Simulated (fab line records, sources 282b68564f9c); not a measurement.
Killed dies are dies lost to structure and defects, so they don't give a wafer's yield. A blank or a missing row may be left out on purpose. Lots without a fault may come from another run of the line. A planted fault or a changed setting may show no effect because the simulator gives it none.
Which tool did it? | flow rit_cmos | 7 lots, 21 wafers sampled, at 2 steps of a route of 202

WHAT THE GAUGES READ, wafer by wafer
RIT_GATE_THK_MEAS_07.
lot  | measured    | on            | GATE_OXIDE_THK (nm)
L803 | day 3 05:08 | film_metro-04 | 2.96 2.99 3.03
L806 | day 4 05:52 | film_metro-01 | 2.95 2.89 2.96
L813 | day 5 06:50 | film_metro-02 | 2.72 2.79 2.73 2.71 2.73 2.66
L817 | day 6 01:37 | film_metro-04 | 3.02 3.04 2.97
L819 | day 6 13:23 | film_metro-04 | 2.90 3.02 3.00
L821 | day 6 20:21 | film_metro-04 | 3.06 3.07 3.13
L823 | day 7 10:36 | film_metro-01 | 2.84 2.97 2.94

WHICH TOOL RAN EACH LOT (tool, then ch and the chambers of the sampled wafers, then the start)
lot  | RIT_GATE_OXIDATION_05
L803 | furnace-03 ch 0, day 2 23:16
L806 | furnace-01 ch 0, day 4 02:25
L813 | furnace-04 ch 0, day 5 03:32
L817 | furnace-03 ch 0, day 6 00:18
L819 | furnace-03 ch 0, day 6 12:04
L821 | furnace-01 ch 0, day 6 18:52
L823 | furnace-03 ch 0, day 7 07:57
- RIT_GATE_OXIDATION_05: target thk 3 nm, ox time 270 s.

THE ANSWER, worked out from the rows above alone
Rule: what is usual is taken from the lots themselves. Put in order of their means at a reading, lots are off if they are a third of the lots or fewer, leave a main group of 4 or more, and stand apart from it by a gap of 3 or more times the standard deviation of the main group's means; of several such gaps the widest counts. A main group whose means are all the same, to the digits that the tables above print for the reading, isn't used. A lot without any number at a reading at which 4 lots or more have one is off too. The other lots that the step has rows for count as sound.
Off: L813, at RIT_GATE_THK_MEAS_07 (GATE_OXIDE_THK). The main group: mean 2.99 nm, standard deviation 0.056.
A tool fits if, at a process step before that reading, it ran every lot that is off, and no sound lot after the first of them. The gauges at RIT_GATE_THK_MEAS_07 are tried like those tools. Can't be told from this: 2 tools fit, furnace-04 at RIT_GATE_OXIDATION_05, film_metro-02 at RIT_GATE_THK_MEAS_07.

WHAT THE SIMULATOR HAD PUT IN
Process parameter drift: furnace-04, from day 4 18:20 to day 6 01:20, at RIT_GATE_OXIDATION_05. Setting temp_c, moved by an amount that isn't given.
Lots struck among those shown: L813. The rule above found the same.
